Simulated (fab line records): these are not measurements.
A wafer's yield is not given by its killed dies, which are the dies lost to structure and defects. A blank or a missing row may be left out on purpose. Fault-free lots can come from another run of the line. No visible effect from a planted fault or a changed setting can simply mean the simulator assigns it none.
fab line records | flow rit-cmos
[record] lots = 6 | wafers = 18 | last-day = 7
route steps=202 shown NLDD@104 PLDD@114 M1@202
lots with no fault: from the same line, run without faults
start-h: the number of hours between the record's first day and the start of the first shown wafer of the lot | wait-h: hours from the lot's prior step to this one | " identical to the entry in the row above | L1.1+2: one row covering several wafers at once | - either no value or no given start | * or withheld: withheld | < > ~ a bound
route shown NAME@n: a module of which the file shows steps, and the number in the route of the first | usual: average and standard deviation across the fault-free wafers | same: alike in all rows | chamber/n: place in a boat | sites: readings site by site | _std_site: the values' standard deviation | _edge_site: outer sites' mean less inner sites' | radius-mm: for every site, how far away it sits from the centre of the wafer | mask NAME#n: copy n | behind: the tool/chamber that last shaped the wafer | hold: what put the lot on hold/how long, in hours/how the hold closed | device: the transistor (n, p or np) that didn't switch | end of line: the tests these same wafers got at the end of their route | for a step that has no rows: nothing shown but its recipe | killed: at the first sort, the dies lost to defects and structure; wafer yield is something else | map: a wafer's dies, marking killed ones x, the rest . and places with no die _
set.NAME: the setting the step ran with; set.NAME@STEP: the setting that earlier step ran with | model.NAME: the simulator's own value behind a step, which no gauge read
lots at selected steps of the route; one table per step, one row per wafer
services: when a tool's chamber went out of use (start-h, in hours from the record's first day, below 0 if earlier), for how many hours, and the reason
[[steps]]
[step RIT_NLDD_COAT_01]
[recipe] resist = NOVOLAK | spin-rpm = 3250 | resist-thk-nm = 1000
[step RIT_NLDD_SOFTBAKE_02]
[recipe] resist = NOVOLAK | temp-c = 90 | time-s = 60
[step RIT_NLDD_EXPOSE_03]
[recipe] mask-id = M7 | na = 0.57 | target-cd-nm = 40700 | dose-mj = 250
[step RIT_NLDD_PEB_04]
[recipe] resist = NOVOLAK | temp-c = withheld | time-s = withheld
[step RIT_NLDD_DEVELOP_05]
[recipe] resist = NOVOLAK | develop-time-s = 50 | dev-temp-c = 23
[step RIT_NLDD_OVL_MEAS_06]
[usual] NLDD_OVL = -0.7/1.6
lot.wafer | tool       | chamber | start-h | wait-h | NLDD_OVL[nm]
L157.1    | overlay-01 | -       | 43.78   | -      | -3.0
L157.3    | "          | -       | "       | "      | -4.1
L157.5    | "          | -       | "       | "      | -2.5
L160.4    | overlay-01 | -       | 57.92   | -      | -2.7
L160.5    | "          | -       | "       | "      | -0.2
L160.6    | "          | -       | "       | "      | -2.9
L168.2    | overlay-01 | -       | 98.03   | -      | -1.3
L168.3    | "          | -       | "       | "      | -1.4
L168.6    | "          | -       | "       | "      | -0.3
L170.2    | overlay-01 | -       | 107.86  | -      | -0.9
L170.5    | "          | -       | "       | "      | -0.3
L170.6    | "          | -       | "       | "      | 0.4
L174.2    | overlay-02 | -       | 127.27  | -      | 0.3
L174.4    | "          | -       | "       | "      | -0.5
L174.5    | "          | -       | "       | "      | 1.5
L180.1    | overlay-02 | -       | 162.65  | -      | 0.0
L180.3    | "          | -       | "       | "      | 0.5
L180.4    | "          | -       | "       | "      | 0.1
[step RIT_NLDD_HARDBAKE_07]
[recipe] resist = NOVOLAK | temp-c = 140 | time-s = 60
[step RIT_NLDD_IMPLANT_08]
[recipe] species = P | energy-kev = 20 | dose-cm2 = 5e+14 | tilt-deg = 7
[step RIT_NLDD_STRIP_09]
[recipe] chemistry = O2 | time-s = 180 | resist = NOVOLAK | platen-temp-c = withheld | power-w = 500 | pressure-mtorr = 4000 | o2-flow-sccm = 4000
[usual] drypump-motor-current-A = 5.9/0.54 | rf-refl-power-W = 5.6/0.76
lot.wafer | tool            | chamber | start-h | wait-h | drypump-motor-current-A | rf-hours-counter-h | rf-refl-power-W
L157.1    | plasma-asher-03 | 0       | 44.12   | 0.1    | 6.7                     | 41                 | 5.5
L157.3    | "               | 0       | "       | "      | 6.7                     | -                  | 5.5
L157.5    | "               | 1       | "       | "      | 5.5                     | -                  | 6.2
L160.4    | plasma-asher-03 | 1       | 58.29   | 0.1    | 5.5                     | -                  | 6.2
L160.5    | "               | 1       | "       | "      | 5.5                     | -                  | 6.1
L160.6    | "               | 0       | "       | "      | 6.7                     | -                  | 5.3
L168.2    | plasma-asher-02 | 0       | 98.36   | 0.1    | 5.5                     | 43                 | 4.9
L168.3    | "               | 1       | "       | "      | 5.7                     | -                  | 5.6
L168.6    | "               | 1       | "       | "      | 5.7                     | -                  | 5.5
L170.2    | plasma-asher-02 | 0       | 108.19  | 0.1    | 5.5                     | 44                 | 4.9
L170.5    | "               | 1       | "       | "      | 5.7                     | -                  | 5.6
L170.6    | "               | 0       | "       | "      | 5.4                     | -                  | 4.8
L174.2    | plasma-asher-03 | 0       | 127.60  | 0.1    | 6.7                     | 50                 | 5.3
L174.4    | "               | 0       | "       | "      | 6.7                     | -                  | 5.3
L174.5    | "               | 0       | "       | "      | 6.7                     | -                  | 5.3
L180.1    | plasma-asher-02 | 0       | 162.98  | 0.1    | 5.4                     | 5                  | 5.0
L180.3    | "               | 0       | "       | "      | 5.4                     | -                  | 4.9
L180.4    | "               | 1       | "       | "      | 5.6                     | -                  | 5.5
[step RIT_NLDD_TW_MEAS_10]
[usual] NLDD_TW = 2468/33
lot.wafer | tool          | chamber | start-h | wait-h | NLDD_TW
L157.1    | film-metro-03 | -       | 44.29   | 0.1    | 2518
L157.3    | "             | -       | "       | "      | 2502
L157.5    | "             | -       | "       | "      | 2515
L160.4    | film-metro-02 | -       | 58.44   | 0.1    | 2458
L160.5    | "             | -       | "       | "      | 2462
L160.6    | "             | -       | "       | "      | 2459
L168.2    | film-metro-04 | -       | 98.54   | 0.1    | 2459
L168.3    | "             | -       | "       | "      | 2460
L168.6    | "             | -       | "       | "      | 2462
L170.2    | film-metro-04 | -       | 108.38  | 0.1    | 2459
L170.5    | "             | -       | "       | "      | 2468
L170.6    | "             | -       | "       | "      | 2461
L174.2    | film-metro-04 | -       | 127.78  | 0.1    | 2492
L174.4    | "             | -       | "       | "      | 2494
L174.5    | "             | -       | "       | "      | 2469
L180.1    | film-metro-03 | -       | 163.16  | 0.1    | 2497
L180.3    | "             | -       | "       | "      | 2492
L180.4    | "             | -       | "       | "      | 2507
[step RIT_PLDD_HMDS_00]
[recipe] prime-time-s = 60 | prime-temp-c = 140
[step RIT_PLDD_COAT_01]
[recipe] resist = NOVOLAK | spin-rpm = 3250 | resist-thk-nm = 1000
[step RIT_PLDD_SOFTBAKE_02]
[recipe] resist = NOVOLAK | temp-c = 90 | time-s = 60
[usual] heater-power-total-W = 34.56/0.047 | resist-line-temp-C = 23.01/0.096 | run-length-s = 89.20/0.15
lot.wafer | tool           | chamber | start-h | wait-h | heater-power-total-W | resist-line-temp-C | run-length-s
L157.1    | litho-track-02 | 0       | 44.70   | 0.1    | 34.54                | 23.13              | 89.10
L157.3    | "              | 0       | "       | "      | 34.69                | 23.01              | 89.24
L157.5    | "              | 0       | "       | "      | 34.56                | 23.03              | 89.26
L160.4    | litho-track-03 | 0       | 58.85   | 0.1    | 34.63                | 23.04              | 89.16
L160.5    | "              | 0       | "       | "      | 34.54                | 22.95              | 89.38
L160.6    | "              | 0       | "       | "      | 34.50                | 23.00              | 89.32
L168.2    | litho-track-02 | 0       | 98.92   | 0.1    | 35.37                | 23.03              | 84.31
L168.3    | "              | 0       | "       | "      | 35.30                | 23.14              | 84.39
L168.6    | "              | 0       | "       | "      | 35.30                | 23.12              | 84.33
L170.2    | litho-track-02 | 0       | 108.75  | 0.1    | 35.29                | 22.99              | 84.44
L170.5    | "              | 0       | "       | "      | 35.37                | 23.18              | 84.32
L170.6    | "              | 0       | "       | "      | 35.32                | 23.04              | 84.36
L174.2    | litho-track-03 | 0       | 128.16  | 0.1    | 34.56                | 22.87              | 89.51
L174.4    | "              | 0       | "       | "      | 34.60                | 22.95              | 89.27
L174.5    | "              | 0       | "       | "      | 34.48                | 22.82              | 89.22
L180.1    | litho-track-04 | 0       | 163.52  | 0.1    | 34.57                | 23.07              | 89.11
L180.3    | "              | 0       | "       | "      | 34.54                | 23.03              | 89.26
L180.4    | "              | 0       | "       | "      | 34.65                | 23.09              | 89.30
[step RIT_PLDD_EXPOSE_03]
[recipe] mask-id = M8 | na = 0.57 | target-cd-nm = 40900 | dose-mj = 250
[step RIT_M1_PROBE_99]
[usual] killed_at_M0_to_M3 = 0.0/0.083 | killed-at-contacts = 0.1/0.24 | killed-at-front-end = 7/3.1 | killed-dies = 7/3.1 | killed-open = 3.3/2 | killed-short = 3.4/2.1
[same] gross-dies = 264 | killed_at_M4_up = 0 | killed-at-back-side = 0 | killed-at-other = 0
lot.wafer | tool      | chamber | start-h | wait-h | killed_at_M0_to_M3 | killed-at-contacts | killed-at-front-end | killed-dies | killed-open | killed-short
L157.1    | prober-01 | -       | 60.73   | 0.1    | 0                  | 0                  | 6                   | 6           | 3           | 3
L157.3    | prober-01 | -       | 60.83   | 0.2    | 1                  | 0                  | 4                   | 5           | 2           | 3
L157.5    | prober-01 | -       | 60.93   | 0.2    | 0                  | 0                  | 4                   | 4           | 3           | 1
L160.4    | prober-02 | -       | 74.19   | 0.2    | 0                  | 0                  | 9                   | 9           | 4           | 5
L160.5    | prober-02 | -       | 74.24   | 0.2    | 0                  | 0                  | 11                  | 11          | 5           | 6
L160.6    | prober-02 | -       | 74.29   | 0.2    | 0                  | 0                  | 4                   | 4           | 2           | 2
L168.2    | prober-01 | -       | 115.47  | 0.1    | 0                  | 0                  | 3                   | 3           | 3           | 0
L168.3    | prober-01 | -       | 115.52  | 0.2    | 0                  | 1                  | 5                   | 6           | 4           | 2
L168.6    | prober-01 | -       | 115.67  | 0.2    | 0                  | 0                  | 10                  | 10          | 6           | 4
L170.2    | prober-01 | -       | 123.72  | 0.1    | 0                  | 0                  | 6                   | 6           | 2           | 4
L170.5    | prober-01 | -       | 123.87  | 0.2    | 0                  | 0                  | 2                   | 2           | 1           | 1
L170.6    | prober-01 | -       | 123.92  | 0.2    | 0                  | 0                  | 6                   | 6           | 3           | 3
L174.2    | prober-01 | -       | 143.72  | 0.1    | 0                  | 0                  | 7                   | 7           | 6           | 1
L174.4    | prober-01 | -       | 143.82  | 0.2    | 0                  | 0                  | 4                   | 4           | 1           | 3
L174.5    | prober-01 | -       | 143.87  | 0.2    | 0                  | 0                  | 6                   | 6           | 3           | 3
L180.1    | prober-01 | -       | 178.67  | 0.1    | 0                  | 0                  | 10                  | 10          | 1           | 9
L180.3    | prober-01 | -       | 178.77  | 0.2    | 0                  | 0                  | 7                   | 7           | 2           | 5
L180.4    | prober-01 | -       | 178.82  | 0.2    | 0                  | 0                  | 11                  | 11          | 6           | 5
// killed by level:class
L157.1 GATE:geometric-particle:short=2 FOX1:geometric-particle:open=1 GATE:geometric-particle:open=1 SPACER:geometric-particle:short=1 SPACER:geometric-particle:open=1
L157.3 REOX:geometric-particle:short=1 SPACER:geometric-particle:short=1 SPACER:geometric-particle:open=1 SILICIDE:geometric-particle:open=1 M1:geometric-particle:short=1
L157.5 GATE:geometric-particle:open=2 GATE:geometric-particle:short=1 FOX2:geometric-particle:open=1
L160.4 FOX1:geometric-particle:short=2 GATE:geometric-particle:short=2 FOX1:geometric-particle:open=1 FOX2:geometric-particle:open=1 GATE:geometric-particle:open=1 REOX:geometric-particle:short=1 SPACER:geometric-particle:open=1
L160.5 REOX:geometric-particle:short=2 FOX1:geometric-particle:short=1 FOX1:geometric-particle:open=1 FOX2:geometric-particle:short=1 FOX2:geometric-particle:open=1 GATE:geometric-particle:open=1 REOX:geometric-particle:open=1 SPACER:geometric-particle:short=1
L160.6 FOX1:geometric-particle:short=1 GATE:geometric-particle:open=1 GATE:geometric-particle:short=1 REOX:geometric-particle:open=1
L168.2 REOX:geometric-particle:open=2 GATE:geometric-particle:open=1
L168.3 REOX:geometric-particle:open=2 FOX1:geometric-particle:open=1 GATE:geometric-particle:open=1 GATE:geometric-particle:short=1 CONTACT:geometric-particle:short=1
L168.6 REOX:geometric-particle:open=3 FOX1:geometric-particle:open=2 GATE:geometric-particle:short=2 FOX1:geometric-particle:short=1 GATE:geometric-particle:open=1 REOX:geometric-particle:short=1
L170.2 GATE:geometric-particle:short=3 GATE:geometric-particle:open=2 SPACER:geometric-particle:short=1
L170.5 FOX2:geometric-particle:open=1 SPACER:geometric-particle:short=1
L170.6 GATE:geometric-particle:short=2 GATE:geometric-particle:open=2 REOX:geometric-particle:short=1 SILICIDE:geometric-particle:open=1
L174.2 GATE:geometric-particle:open=2 FOX1:geometric-particle:short=1 FOX1:geometric-particle:open=1 FOX2:geometric-particle:open=1 REOX:geometric-particle:open=1 SILICIDE:geometric-particle:open=1
L174.4 FOX2:geometric-particle:short=1 GATE:geometric-particle:short=1 SPACER:geometric-particle:open=1 SILICIDE:geometric-particle:short=1
L174.5 GATE:geometric-particle:open=2 GATE:geometric-particle:short=1 REOX:geometric-particle:short=1 SPACER:geometric-particle:open=1 SILICIDE:geometric-particle:short=1
L180.1 FOX1:geometric-particle:short=5 GATE:geometric-particle:short=2 SPACER:geometric-particle:short=2 GATE:geometric-particle:open=1
L180.3 FOX1:geometric-particle:open=2 GATE:geometric-particle:short=2 FOX1:geometric-particle:short=1 REOX:geometric-particle:short=1 SPACER:geometric-particle:short=1
L180.4 GATE:geometric-particle:open=4 FOX1:geometric-particle:short=1 FOX2:geometric-particle:short=1 GATE:geometric-particle:short=1 REOX:geometric-particle:short=1 SPACER:geometric-particle:open=1 SILICIDE:geometric-particle:open=1 SILICIDE:geometric-particle:short=1
[[services]]
tool            | chamber | start-h | hours | kind
plasma-asher-03 | -       | 29.45   | 3.2   | repair
plasma-asher-02 | -       | 108.75  | 9.0   | pm
plasma-asher-02 | 0       | 108.75  | 9.0   | vent-cycle
plasma-asher-02 | 1       | 108.75  | 9.0   | vent-cycle
plasma-asher-03 | -       | 117.44  | 8.2   | repair
plasma-asher-02 | 0       | 117.75  | -     | clean
plasma-asher-02 | 1       | 117.75  | -     | clean
plasma-asher-02 | -       | 144.55  | 1.7   | repair
[[key]]
[first-sign] step = RIT_PLDD_SOFTBAKE_02 | reading = run-length-s | direction = down | sigmas = 33 | usual = * | struck = *
[effect] step = RIT_PLDD_SOFTBAKE_02 | reading = heater-power-total-W | direction = up | sigmas = 16 | usual = 34.56 | struck = 35.32
met-at RIT_PLDD_SOFTBAKE_02
struck-wafers L168.2,L168.3,L168.6,L170.2,L170.5,L170.6
tester-left-out L168,L170
onset-between 44.70 98.92
[fault] kind = process-parameter-drift | tool = litho-track-02 | chamber = - | onset-h = 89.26 | steps = RIT_PLDD_SOFTBAKE_02 | channel = time-s | offset = * | shape = step | end-h = 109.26 | acts-in = * | stated = *
// tester-left-out: of these lots the tester's yield and bins aren't shown, on N5 and GAA mostly nor the transistor test; their killed dies are dies lost to structure and defects alone, not to doping, threshold or leakage, so they don't give the yield
